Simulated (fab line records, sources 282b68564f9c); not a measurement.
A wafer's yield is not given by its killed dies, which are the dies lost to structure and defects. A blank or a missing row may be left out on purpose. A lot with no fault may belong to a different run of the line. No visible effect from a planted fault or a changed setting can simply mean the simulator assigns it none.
fab line records -- flow ritCmos
record: lots: 5, wafers: 15, lastDay: 6
route steps=202 shown ACTIVE@13 FOX1@20 FOX2@23 NWELL@28 PWELL@39 WELLDRIVE@50 NRETRO@53 SILICIDE@161 M1@202
lots that met no fault: from a run of the same line without faults
startH: the number of hours between the record's first day and the start of the first shown wafer of the lot -- waitH: how many hours have passed since the lot's step before this one -- " the same as in the row above -- L1.1+2: a single row standing in for several wafers -- - no value present, or no start provided -- * or withheld: withheld -- < > ~ a bound
route shown NAME@n: NAME is a module with steps in the file, n the number in the route of the first one -- usual: mean and standard deviation over wafers with no fault -- same: alike in all rows -- chamber/n: place in a boat -- sites: the reading at each site -- _std_site: the values' standard deviation -- _edge_site: outer sites' mean less inner sites' -- radiusMm: for every site, how far away it sits from the centre of the wafer -- mask NAME#n: copy n -- behind: the most recent tool/chamber to have shaped the wafer -- hold: why the lot was held/for how many hours/how that ended -- device: transistor that didn't switch, given as n, p or np -- end of line: the same wafers' tests at the end of the route -- step lacking rows: just its recipe -- killed: count of dies lost to structure and defects at first sort (not the wafer's yield) -- map: per-die view of a wafer (x killed, . not killed, _ where there is no die)
set.NAME: the setting the step ran with; set.NAME@STEP: the setting that earlier step ran with -- model.NAME: the simulator's own value behind a step, which no gauge read
a table for each step, a row for each wafer; lots at some steps of the route
services: a tool's chamber out of use, with start hour (startH, from the record's first day; less than 0 if before it), hours out, and reason
== steps ==
step: RIT_ACTIVE_HARDBAKE_12
recipe: resist: NOVOLAK, tempC: 140, timeS: 60
step: RIT_ACTIVE_ETCH_13
recipe: stopOn: SiO2, chemistry: SF6, target: Si3N4, timeS: 210, overEtchFrac: 0.4, SF6_flow_sccm: 200, pressureMtorr: 260, rfW: 125, targetDepthA: 2100
usual: drypumpMotorCurrentA: 5.6/0.38, oesProductAu: 0.813/0.013, rfFwdPowerW: 124.6/0.37, throttleValvePct: 7.53/0.13
lot.wafer,tool,chamber,startH,waitH,drypumpMotorCurrentA,oesProductAu,rfFwdPowerW,rfHoursCounterH,throttleValvePct
L143.1,rieDiel-02,1,44.32,0.1,6.0,0.809,124.9,124,7.52
L143.2,rieDiel-02,2,44.32,0.1,5.4,0.819,125.0,1,7.60
L143.3,rieDiel-02,0,44.32,0.1,5.8,0.814,124.1,154,7.76
L145.1,rieDiel-01,3,51.75,0.1,6.2,0.806,124.8,84,7.25
L145.2,rieDiel-01,2,51.75,0.1,6.0,0.811,123.8,68,7.58
L145.4,rieDiel-01,0,51.75,0.1,5.6,0.807,124.4,17,7.60
L150.1,rieDiel-02,1,75.38,0.1,6.0,0.802,124.6,125,7.53
L150.2,rieDiel-02,2,75.38,0.1,5.4,0.820,125.1,2,7.61
L150.6,rieDiel-02,3,75.38,0.1,5.5,0.792,124.9,-,7.36
L151.1,rieDiel-01,0,81.30,0.1,5.6,0.801,125.3,18,7.57
L151.2,rieDiel-01,2,81.30,0.1,6.0,0.803,124.5,69,7.58
L151.4,rieDiel-01,0,81.30,0.1,5.6,0.800,125.2,-,7.58
L156.3,rieDiel-04,1,105.14,0.1,4.9,0.816,124.3,111,7.61
L156.4,rieDiel-04,0,105.14,0.1,5.1,0.832,124.6,83,7.55
L156.6,rieDiel-04,2,105.14,0.1,5.1,0.822,124.4,-,7.53
step: RIT_ACTIVE_STRIP_14
recipe: chemistry: O2, timeS: 180, resist: NOVOLAK, platenTempC: withheld, powerW: 500, pressureMtorr: 4000, o2FlowSccm: 4000
usual: drypumpMotorCurrentA: 5.8/0.34
lot.wafer,tool,chamber,startH,waitH,drypumpMotorCurrentA,rfHoursCounterH
L143.1,plasmaAsher-02,0,44.45,0.1,6.3,41
L143.2,plasmaAsher-02,1,44.45,0.1,5.7,41
L143.3,plasmaAsher-02,1,44.45,0.1,5.7,-
L145.1,plasmaAsher-03,1,51.88,0.1,5.3,43
L145.2,plasmaAsher-03,0,51.88,0.1,5.8,43
L145.4,plasmaAsher-03,1,51.88,0.1,5.3,-
L150.1,plasmaAsher-03,1,75.52,0.1,5.3,45
L150.2,plasmaAsher-03,0,75.52,0.1,5.8,45
L150.6,plasmaAsher-03,0,75.52,0.1,5.8,-
L151.1,plasmaAsher-03,1,81.50,0.1,5.3,46
L151.2,plasmaAsher-03,0,81.50,0.1,5.8,46
L151.4,plasmaAsher-03,0,81.50,0.1,5.8,-
L156.3,plasmaAsher-01,1,105.34,0.1,5.5,-
L156.4,plasmaAsher-01,0,105.34,0.1,6.2,-
L156.6,plasmaAsher-01,1,105.34,0.1,5.6,-
step: RIT_ACTIVE_CD_MEAS_90
recipe: targetCdNm: 1400
usual: cdNm: 1399.5/2.2
lot.wafer,tool,chamber,startH,waitH,cdNm
L143.1,cdSem-01,-,44.63,0.1,1401.6
L143.2,cdSem-01,-,44.63,0.1,1402.0
L143.3,cdSem-01,-,44.63,0.1,1402.9
L145.1,cdSem-01,-,52.06,0.1,1401.9
L145.2,cdSem-01,-,52.06,0.1,1399.7
L145.4,cdSem-01,-,52.06,0.1,1401.8
L150.1,cdSem-01,-,75.69,0.1,1397.6
L150.2,cdSem-01,-,75.69,0.1,1396.1
L150.6,cdSem-01,-,75.69,0.1,1397.9
L151.1,cdSem-01,-,81.68,0.1,1397.6
L151.2,cdSem-01,-,81.68,0.1,1396.8
L151.4,cdSem-01,-,81.68,0.1,1400.1
L156.3,cdSem-02,-,105.49,0.1,1397.8
L156.4,cdSem-02,-,105.49,0.1,1397.0
L156.6,cdSem-02,-,105.49,0.1,1398.1
step: RIT_ACTIVE_CLEAN_15
recipe: chemistry: SC1, mix: 3:3:50, timeS: 600, tempC: 75
step: RIT_ACTIVE_CLEAN_16
recipe: chemistry: dHF, dilution: 50:1, timeS: 30
step: RIT_ACTIVE_CLEAN_17
recipe: chemistry: SC2, mix: 3:3:50, timeS: 600, tempC: 75, dry: n2Spin
step: RIT_FOX1_OXIDATION_00
recipe: tempC: 1100, ambient: H2O, targetThkA: 3507, pH2oTorr: 720, oxTimeS: 1130
step: RIT_FOX1_THK_MEAS_01
recipe: reads: SiO2_of_FOX1_OXIDATION_00
usual: FOX1_OXIDE_THK: 347/7.7
lot.wafer,tool,chamber,startH,waitH,FOX1_OXIDE_THK[nm]
L143.1,filmMetro-04,-,47.35,0.0,343
L143.2,filmMetro-04,-,47.35,0.0,339
L143.3,filmMetro-04,-,47.35,0.0,340
L145.1,filmMetro-04,-,54.71,0.0,360
L145.2,filmMetro-04,-,54.71,0.0,366
L145.4,filmMetro-04,-,54.71,0.0,369
L150.1,filmMetro-01,-,79.78,0.0,347
L150.2,filmMetro-01,-,79.78,0.0,346
L150.6,filmMetro-01,-,79.78,0.0,346
L151.1,filmMetro-04,-,83.48,0.0,351
L151.2,filmMetro-04,-,83.48,0.0,353
L151.4,filmMetro-04,-,83.48,0.0,348
L156.3,filmMetro-01,-,108.39,0.0,345
L156.4,filmMetro-01,-,108.39,0.0,348
L156.6,filmMetro-01,-,108.39,0.0,352
step: RIT_FOX1_WET_ETCH_02
recipe: chemistry: BOE, targetDepthNm: 350, timeS: 390, tempC: 21.5, dry: n2Spin, dilution: 10:1, target: SiO2
step: RIT_FOX2_OXIDATION_00
recipe: tempC: 1100, ambient: H2O, targetThkA: 3507, pH2oTorr: 720, oxTimeS: 1130
step: RIT_FOX2_THK_MEAS_01
recipe: reads: SiO2_of_FOX2_OXIDATION_00
usual: FOX2_OXIDE_THK: 346/7.7
lot.wafer,tool,chamber,startH,waitH,FOX2_OXIDE_THK[nm]
L143.1,filmMetro-04,-,48.92,0.0,334
L143.2,filmMetro-04,-,48.92,0.0,338
L143.3,filmMetro-04,-,48.92,0.0,338
L145.1,filmMetro-01,-,57.14,0.0,350
L145.2,filmMetro-01,-,57.14,0.0,347
L145.4,filmMetro-01,-,57.14,0.0,352
L150.1,filmMetro-04,-,81.27,0.0,350
L150.2,filmMetro-04,-,81.27,0.0,344
L150.6,filmMetro-04,-,81.27,0.0,346
L151.1,filmMetro-01,-,86.15,0.0,343
L151.2,filmMetro-01,-,86.15,0.0,353
L151.4,filmMetro-01,-,86.15,0.0,348
L156.3,filmMetro-04,-,111.36,0.0,356
L156.4,filmMetro-04,-,111.36,0.0,357
L156.6,filmMetro-04,-,111.36,0.0,353
step: RIT_FOX2_CLEAN_02
recipe: chemistry: dHF, dilution: 50:1, timeS: 180
usual: runLengthS: 208/3.2
lot.wafer,tool,chamber,startH,waitH,runLengthS,model.SiO2_of_FOX2_OXIDATION_00.thkNm
L143.1,wetBench-03,0,48.98,0.1,215,317.4
L143.2,wetBench-03,0,48.98,0.1,215,321.4
L143.3,wetBench-03,0,48.98,0.1,215,321.5
L145.1,wetBench-02,3,57.20,0.1,208,333.6
L145.2,wetBench-02,3,57.20,0.1,208,330.3
L145.4,wetBench-02,3,57.20,0.1,208,335.7
L150.1,wetBench-02,3,81.33,0.1,56,347.1
L150.2,wetBench-02,3,81.33,0.1,56,341.1
L150.6,wetBench-02,3,81.33,0.1,56,343.8
L151.1,wetBench-01,3,86.21,0.1,206,327.2
L151.2,wetBench-01,3,86.21,0.1,206,336.3
L151.4,wetBench-01,3,86.21,0.1,206,331.3
L156.3,wetBench-03,3,111.40,0.0,207,339.6
L156.4,wetBench-03,3,111.40,0.0,207,340.6
L156.6,wetBench-03,3,111.40,0.0,207,336.3
step: RIT_FOX2_WET_ETCH_03
recipe: chemistry: H3PO4, target: Si3N4, targetDepthNm: 195, tempC: 165, timeS: 2700
step: RIT_FOX2_THK_MEAS_90
recipe: reads: SiO2_of_FOX2_OXIDATION_00
usual: FIELD_OXIDE_LEFT_1_THK: 319/7.8
lot.wafer,tool,chamber,startH,waitH,FIELD_OXIDE_LEFT_1_THK[nm]
L143.1,filmMetro-02,-,49.80,0.0,306
L143.2,filmMetro-02,-,49.80,0.0,311
L143.3,filmMetro-02,-,49.80,0.0,311
L145.1,filmMetro-04,-,58.01,0.0,323
L145.2,filmMetro-04,-,58.01,0.0,320
L145.4,filmMetro-04,-,58.01,0.0,325
L150.1,filmMetro-01,-,82.14,0.0,336
L150.2,filmMetro-01,-,82.14,0.0,330
L150.6,filmMetro-01,-,82.14,0.0,333
L151.1,filmMetro-04,-,87.03,0.0,316
L151.2,filmMetro-04,-,87.03,0.0,326
L151.4,filmMetro-04,-,87.03,0.0,321
L156.3,filmMetro-01,-,112.24,0.0,330
L156.4,filmMetro-01,-,112.24,0.0,330
L156.6,filmMetro-01,-,112.24,0.0,326
step: RIT_NWELL_HMDS_00
recipe: primeTimeS: 60, primeTempC: 140
step: RIT_NWELL_COAT_01
recipe: resist: NOVOLAK, spinRpm: 2000, resistThkNm: 1300
step: RIT_NWELL_SOFTBAKE_02
recipe: resist: NOVOLAK, tempC: 90, timeS: 60
step: RIT_NWELL_EXPOSE_03
recipe: maskId: M2, na: 0.57, targetCdNm: 43900, doseMj: 250
step: RIT_NWELL_PEB_04
recipe: resist: NOVOLAK, tempC: withheld, timeS: withheld
step: RIT_NWELL_DEVELOP_05
recipe: resist: NOVOLAK, developTimeS: 68, devTempC: 23
step: RIT_NWELL_OVL_MEAS_06
usual: NWELL_OVL: -0.9/1.4
lot.wafer,tool,chamber,startH,waitH,NWELL_OVL[nm]
L143.1,overlay-02,-,50.86,-,-1.5
L143.2,overlay-02,-,50.86,-,-1.9
L143.3,overlay-02,-,50.86,-,-3.4
L145.1,overlay-02,-,59.08,-,0.1
L145.2,overlay-02,-,59.08,-,2.0
L145.4,overlay-02,-,59.08,-,2.0
L150.1,overlay-02,-,83.21,-,-0.1
L150.2,overlay-02,-,83.21,-,0.9
L150.6,overlay-02,-,83.21,-,1.3
L151.1,overlay-02,-,88.16,-,1.3
L151.2,overlay-02,-,88.16,-,-2.2
L151.4,overlay-02,-,88.16,-,0.0
L156.3,overlay-01,-,113.30,-,0.3
L156.4,overlay-01,-,113.30,-,0.7
L156.6,overlay-01,-,113.30,-,0.5
step: RIT_NWELL_HARDBAKE_07
recipe: resist: NOVOLAK, tempC: 140, timeS: 120
step: RIT_NWELL_IMPLANT_08
recipe: species: P, energyKev: 170, doseCm2: 5e+13, tiltDeg: 7
step: RIT_NWELL_STRIP_09
recipe: chemistry: O2, timeS: 180, resist: NOVOLAK, platenTempC: withheld, powerW: 500, pressureMtorr: 4000, o2FlowSccm: 4000
usual: drypumpMotorCurrentA: 5.7/0.31
lot.wafer,tool,chamber,startH,waitH,drypumpMotorCurrentA,rfHoursCounterH
L143.1,plasmaAsher-01,0,51.30,0.1,6.2,26
L143.2,plasmaAsher-01,1,51.30,0.1,5.6,26
L143.3,plasmaAsher-01,0,51.30,0.1,6.2,-
L145.1,plasmaAsher-03,0,59.51,0.1,5.8,43
L145.2,plasmaAsher-03,1,59.51,0.1,5.3,43
L145.4,plasmaAsher-03,0,59.51,0.1,5.8,-
L150.1,plasmaAsher-03,1,83.64,0.1,5.3,46
L150.2,plasmaAsher-03,0,83.64,0.1,5.8,46
L150.6,plasmaAsher-03,1,83.64,0.1,5.3,-
L151.1,plasmaAsher-03,1,88.70,0.1,5.3,46
L151.2,plasmaAsher-03,0,88.70,0.1,5.8,46
L151.4,plasmaAsher-03,0,88.70,0.1,5.8,-
L156.3,plasmaAsher-03,1,113.78,0.1,5.4,-
L156.4,plasmaAsher-03,0,113.78,0.1,5.8,-
L156.6,plasmaAsher-03,1,113.78,0.1,5.3,-
step: RIT_NWELL_TW_MEAS_10
usual: NWELL_TW: 2163/11
lot.wafer,tool,chamber,startH,waitH,NWELL_TW
L143.1,filmMetro-04,-,51.47,0.1,2181
L143.2,filmMetro-04,-,51.47,0.1,2166
L143.3,filmMetro-04,-,51.47,0.1,2178
L145.1,filmMetro-04,-,59.69,0.1,2177
L145.2,filmMetro-04,-,59.69,0.1,2165
L145.4,filmMetro-04,-,59.69,0.1,2171
L150.1,filmMetro-04,-,83.82,0.1,2182
L150.2,filmMetro-04,-,83.82,0.1,2174
L150.6,filmMetro-04,-,83.82,0.1,2175
L151.1,filmMetro-02,-,88.87,0.1,2157
L151.2,filmMetro-02,-,88.87,0.1,2172
L151.4,filmMetro-02,-,88.87,0.1,2172
L156.3,filmMetro-02,-,113.91,0.1,2149
L156.4,filmMetro-02,-,113.91,0.1,2137
L156.6,filmMetro-02,-,113.91,0.1,2153
step: RIT_PWELL_HMDS_00
recipe: primeTimeS: 60, primeTempC: 140
step: RIT_PWELL_COAT_01
recipe: resist: NOVOLAK, spinRpm: 2000, resistThkNm: 1300
step: RIT_PWELL_SOFTBAKE_02
recipe: resist: NOVOLAK, tempC: 90, timeS: 60
step: RIT_PWELL_EXPOSE_03
recipe: maskId: M3, na: 0.57, targetCdNm: 43700, doseMj: 250
step: RIT_PWELL_PEB_04
recipe: resist: NOVOLAK, tempC: withheld, timeS: withheld
step: RIT_PWELL_DEVELOP_05
recipe: resist: NOVOLAK, developTimeS: 68, devTempC: 23
step: RIT_PWELL_OVL_MEAS_06
usual: PWELL_OVL: 0.1/1.7
lot.wafer,tool,chamber,startH,waitH,PWELL_OVL[nm]
L143.1,overlay-01,-,52.54,-,0.9
L143.2,overlay-01,-,52.54,-,1.2
L143.3,overlay-01,-,52.54,-,1.0
L145.1,overlay-02,-,60.75,-,0.9
L145.2,overlay-02,-,60.75,-,1.7
L145.4,overlay-02,-,60.75,-,1.9
L150.1,overlay-01,-,84.76,-,-2.9
L150.2,overlay-01,-,84.76,-,-4.1
L150.6,overlay-01,-,84.76,-,-4.0
L151.1,overlay-02,-,89.94,-,0.1
L151.2,overlay-02,-,89.94,-,0.4
L151.4,overlay-02,-,89.94,-,-2.0
L156.3,overlay-02,-,114.97,-,0.2
L156.4,overlay-02,-,114.97,-,0.2
L156.6,overlay-02,-,114.97,-,-1.1
step: RIT_PWELL_HARDBAKE_07
recipe: resist: NOVOLAK, tempC: 140, timeS: 120
step: RIT_PWELL_IMPLANT_08
recipe: species: B, energyKev: 170, doseCm2: 7e+13, tiltDeg: 7
step: RIT_PWELL_STRIP_09
recipe: chemistry: O2, timeS: 180, resist: NOVOLAK, platenTempC: withheld, powerW: 500, pressureMtorr: 4000, o2FlowSccm: 4000
usual: drypumpMotorCurrentA: 5.9/0.33
lot.wafer,tool,chamber,startH,waitH,drypumpMotorCurrentA,rfHoursCounterH
L143.1,plasmaAsher-01,0,52.98,0.1,6.2,26
L143.2,plasmaAsher-01,1,52.98,0.1,5.6,26
L143.3,plasmaAsher-01,1,52.98,0.1,5.6,-
L145.1,plasmaAsher-01,1,61.19,0.1,5.6,27
L145.2,plasmaAsher-01,0,61.19,0.1,6.2,27
L145.4,plasmaAsher-01,1,61.19,0.1,5.5,-
L150.1,plasmaAsher-04,0,85.20,0.1,5.4,39
L150.2,plasmaAsher-04,1,85.20,0.1,5.7,39
L150.6,plasmaAsher-04,0,85.20,0.1,5.3,-
L151.1,plasmaAsher-01,1,90.37,0.1,5.6,30
L151.2,plasmaAsher-01,0,90.37,0.1,6.2,30
L151.4,plasmaAsher-01,1,90.37,0.1,5.6,-
L156.3,plasmaAsher-01,0,115.45,0.1,6.2,-
L156.4,plasmaAsher-01,1,115.45,0.1,5.6,-
L156.6,plasmaAsher-01,1,115.45,0.1,5.6,-
step: RIT_PWELL_TW_MEAS_10
usual: PWELL_TW: 961/5.9
lot.wafer,tool,chamber,startH,waitH,PWELL_TW
L143.1,filmMetro-04,-,53.15,0.1,964
L143.2,filmMetro-04,-,53.15,0.1,969
L143.3,filmMetro-04,-,53.15,0.1,964
L145.1,filmMetro-02,-,61.36,0.1,953
L145.2,filmMetro-02,-,61.36,0.1,957
L145.4,filmMetro-02,-,61.36,0.1,949
L150.1,filmMetro-04,-,85.37,0.1,969
L150.2,filmMetro-04,-,85.37,0.1,968
L150.6,filmMetro-04,-,85.37,0.1,966
L151.1,filmMetro-02,-,90.55,0.1,961
L151.2,filmMetro-02,-,90.55,0.1,961
L151.4,filmMetro-02,-,90.55,0.1,960
L156.3,filmMetro-04,-,115.59,0.1,963
L156.4,filmMetro-04,-,115.59,0.1,961
L156.6,filmMetro-04,-,115.59,0.1,966
step: RIT_WELLDRIVE_ANNEAL_00
recipe: tempC: 1100, timeS: 14700, ambient: N2
step: RIT_WELLDRIVE_RS_MEAS_01
recipe: thkMeasGauge: four-point-probe
usual: NWELL_RS: 276.0/0.78
lot.wafer,tool,chamber,startH,waitH,NWELL_RS[ohm/sq]
L143.1,filmMetro-04,-,60.86,0.0,276.4
L143.2,filmMetro-04,-,60.86,0.0,275.4
L143.3,filmMetro-04,-,60.86,0.0,275.2
L145.1,filmMetro-02,-,69.58,0.0,275.6
L145.2,filmMetro-02,-,69.58,0.0,275.8
L145.4,filmMetro-02,-,69.58,0.0,275.5
L150.1,filmMetro-04,-,92.19,0.0,275.5
L150.2,filmMetro-04,-,92.19,0.0,276.9
L150.6,filmMetro-04,-,92.19,0.0,276.2
L151.1,filmMetro-02,-,97.15,0.0,275.8
L151.2,filmMetro-02,-,97.15,0.0,275.2
L151.4,filmMetro-02,-,97.15,0.0,275.9
L156.3,filmMetro-02,-,120.75,0.0,275.1
L156.4,filmMetro-02,-,120.75,0.0,275.2
L156.6,filmMetro-02,-,120.75,0.0,275.2
step: RIT_WELLDRIVE_RS_MEAS_02
recipe: thkMeasGauge: four-point-probe
usual: PWELL_RS: 429.7/1.2
lot.wafer,tool,chamber,startH,waitH,PWELL_RS[ohm/sq]
L143.1,filmMetro-04,-,60.98,0.1,428.8
L143.2,filmMetro-04,-,60.98,0.1,429.1
L143.3,filmMetro-04,-,60.98,0.1,429.0
L145.1,filmMetro-02,-,69.70,0.1,430.9
L145.2,filmMetro-02,-,69.70,0.1,429.9
L145.4,filmMetro-02,-,69.70,0.1,431.1
L150.1,filmMetro-04,-,92.31,0.1,429.9
L150.2,filmMetro-04,-,92.31,0.1,431.5
L150.6,filmMetro-04,-,92.31,0.1,431.8
L151.1,filmMetro-02,-,97.27,0.1,428.4
L151.2,filmMetro-02,-,97.27,0.1,429.6
L151.4,filmMetro-02,-,97.27,0.1,429.0
L156.3,filmMetro-02,-,120.87,0.1,429.1
L156.4,filmMetro-02,-,120.87,0.1,430.2
L156.6,filmMetro-02,-,120.87,0.1,429.6
step: RIT_NRETRO_HMDS_00
recipe: primeTimeS: 60, primeTempC: 140
step: RIT_NRETRO_COAT_01
recipe: resist: NOVOLAK, spinRpm: 2000, resistThkNm: 1300
step: RIT_SILICIDE_WET_ETCH_00
recipe: chemistry: BOE, target: SiO2, targetDepthNm: 14, timeS: 15, dry: n2Spin, dilution: 10:1, tempC: 21.5
usual: bathHeatDutyPct: 1.7/0.4
lot.wafer,tool,chamber,startH,waitH,bathHeatDutyPct,model.SiO2_of_FOX2_OXIDATION_00.thkNm
L143.1,wetBench-02,0,85.81,0.1,1.7,133
L143.2,wetBench-02,0,85.81,0.1,1.4,136.7
L143.3,wetBench-02,0,85.81,0.1,1.2,137.8
L145.1,wetBench-01,1,97.14,0.1,1.2,149.4
L145.2,wetBench-01,1,97.14,0.1,2.3,146.6
L145.4,wetBench-01,1,97.14,0.1,2.4,150.4
L150.1,wetBench-02,3,115.72,0.1,2.2,162.5
L150.2,wetBench-02,3,115.72,0.1,2.1,157.4
L150.6,wetBench-02,3,115.72,0.1,2.1,160.1
L151.1,wetBench-04,1,120.47,0.1,1.4,142.3
L151.2,wetBench-04,1,120.47,0.1,1.8,152.7
L151.4,wetBench-04,1,120.47,0.1,1.7,148.1
L156.3,wetBench-01,0,146.15,0.1,1.6,155.9
L156.4,wetBench-01,0,146.15,0.1,1.7,155.9
L156.6,wetBench-01,0,146.15,0.1,1.6,152.2
step: RIT_M1_PROBE_99
lot.wafer,tool,chamber,startH,waitH,model.etest.fieldN.vtV
L143.1,prober-01,-,93.07,0.1,32.59
L143.2+3,prober-01,-,93.12,0.1,33.05
L145.1,prober-01,-,104.20,0.1,34.51
L145.2,prober-01,-,104.25,0.1,34.04
L145.4,prober-01,-,104.35,0.2,34.75
L150.1,prober-02,-,122.75,0.1,36.38
L150.2,prober-02,-,122.80,0.1,35.59
L150.6,prober-02,-,123.00,0.2,35.88
L151.1,prober-01,-,127.48,0.1,33.79
L151.2,prober-01,-,127.53,0.1,35.01
L151.4,prober-01,-,127.63,0.2,34.25
L156.3,prober-02,-,153.15,0.2,35.55
L156.4,prober-02,-,153.20,0.2,35.58
L156.6,prober-02,-,153.30,0.2,35.12
killed by level:class
L143.1 REOX:geometricParticle:open=3 FOX1:geometricParticle:open=2
L143.2 REOX:geometricParticle:open=2 GATE:geometricParticle:short=1 GATE:geometricParticle:open=1
L143.3 FOX1:geometricParticle:open=2 SILICIDE:geometricParticle:open=2 FOX2:geometricParticle:open=1 GATE:geometricParticle:open=1 SPACER:geometricParticle:short=1 SILICIDE:geometricParticle:short=1
L145.1 GATE:geometricParticle:open=4 FOX1:geometricParticle:short=3 FOX1:geometricParticle:open=2 REOX:geometricParticle:open=2 SPACER:geometricParticle:short=2 FOX2:geometricParticle:open=1 REOX:geometricParticle:short=1
L145.2 FOX1:geometricParticle:open=1 GATE:geometricParticle:open=1 GATE:geometricParticle:short=1 REOX:geometricParticle:short=1 SPACER:geometricParticle:open=1
L145.4 FOX2:geometricParticle:short=2 GATE:geometricParticle:open=2 FOX1:geometricParticle:short=1 REOX:geometricParticle:short=1 SPACER:geometricParticle:open=1
L151.1 GATE:geometricParticle:short=2 SPACER:geometricParticle:short=2 FOX1:geometricParticle:open=1 FOX1:geometricParticle:short=1 GATE:geometricParticle:open=1 SPACER:geometricParticle:open=1 SILICIDE:geometricParticle:open=1 M1:coatMicrobubblePrinted=1
L151.2 GATE:geometricParticle:short=2 SPACER:geometricParticle:short=2 FOX1:geometricParticle:open=1 REOX:geometricParticle:open=1 SILICIDE:geometricParticle:open=1 CONTACT:geometricParticle:open=1
L151.4 FOX1:geometricParticle:open=1 FOX1:geometricParticle:short=1 GATE:geometricParticle:open=1
L156.3 GATE:geometricParticle:open=5 FOX2:geometricParticle:short=2 GATE:geometricParticle:short=1 REOX:geometricParticle:short=1 SPACER:geometricParticle:short=1
L156.4 FOX2:geometricParticle:short=1 GATE:geometricParticle:open=1 SILICIDE:geometricParticle:open=1
L156.6 GATE:geometricParticle:short=1 SILICIDE:geometricParticle:open=1
== services ==
tool,chamber,startH,hours,kind
plasmaAsher-01,-,39.76,1.2,repair
rieDiel-01,0,56.66,6.4,repair
rieDiel-04,3,57.05,10.8,repair
plasmaAsher-04,-,62.61,0.7,repair
rieDiel-01,1,72.72,9.4,repair
rieDiel-01,3,79.12,24.8,repair
plasmaAsher-04,-,91.79,1.4,repair
plasmaAsher-04,-,99.32,2.8,repair
plasmaAsher-04,-,108.75,9.0,pm
plasmaAsher-04,0,108.75,9.0,ventCycle
plasmaAsher-04,1,108.75,9.0,ventCycle
rieDiel-01,3,109.01,5.2,repair
rieDiel-01,0,109.79,5.3,repair
plasmaAsher-04,0,117.75,-,clean
plasmaAsher-04,1,117.75,-,clean
rieDiel-02,0,124.13,-,clean
rieDiel-02,0,124.13,19.0,scheduledDown
rieDiel-02,0,124.13,19.0,ventCycle
rieDiel-02,-,130.37,2.8,pm
rieDiel-01,1,131.37,7.8,repair
plasmaAsher-03,-,141.43,21.0,repair
== key ==
firstSign: step: RIT_FOX2_CLEAN_02, reading: runLengthS, direction: down, sigmas: 47, usual: *, struck: *
effect none on later readings
modelEffect: step: RIT_FOX2_CLEAN_02, value: SiO2_of_FOX2_OXIDATION_00.thkNm, without: 329.8, struck: 344
modelEffect: step: RIT_SILICIDE_WET_ETCH_00, value: SiO2_of_FOX2_OXIDATION_00.thkNm, without: 145.8, struck: 160
modelEffect: step: RIT_M1_PROBE_99, value: etest.fieldN.vtV, without: 34.04, struck: 35.95
metAt RIT_FOX2_CLEAN_02
struckWafers L150.1,L150.2,L150.6
sortLeftOut L150.1,L150.2,L150.6
testerLeftOut L150
onsetBetween 57.20 81.33
fault: kind: processParameterDrift, tool: wetBench-02, chamber: 3, onsetH: 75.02, steps: RIT_FOX2_CLEAN_02, channel: timeS, offset: *, shape: step, endH: 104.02, actsIn: *, stated: *
testerLeftOut: of these lots the tester's yield and bins aren't shown, on N5 and GAA mostly nor the transistor test; their killed dies are dies lost to structure and defects alone, not to doping, threshold or leakage, so they don't give the yield
sortLeftOut: the simulated sort isn't trusted on such a fault, so these wafers' sort isn't shown, and their yield isn't known
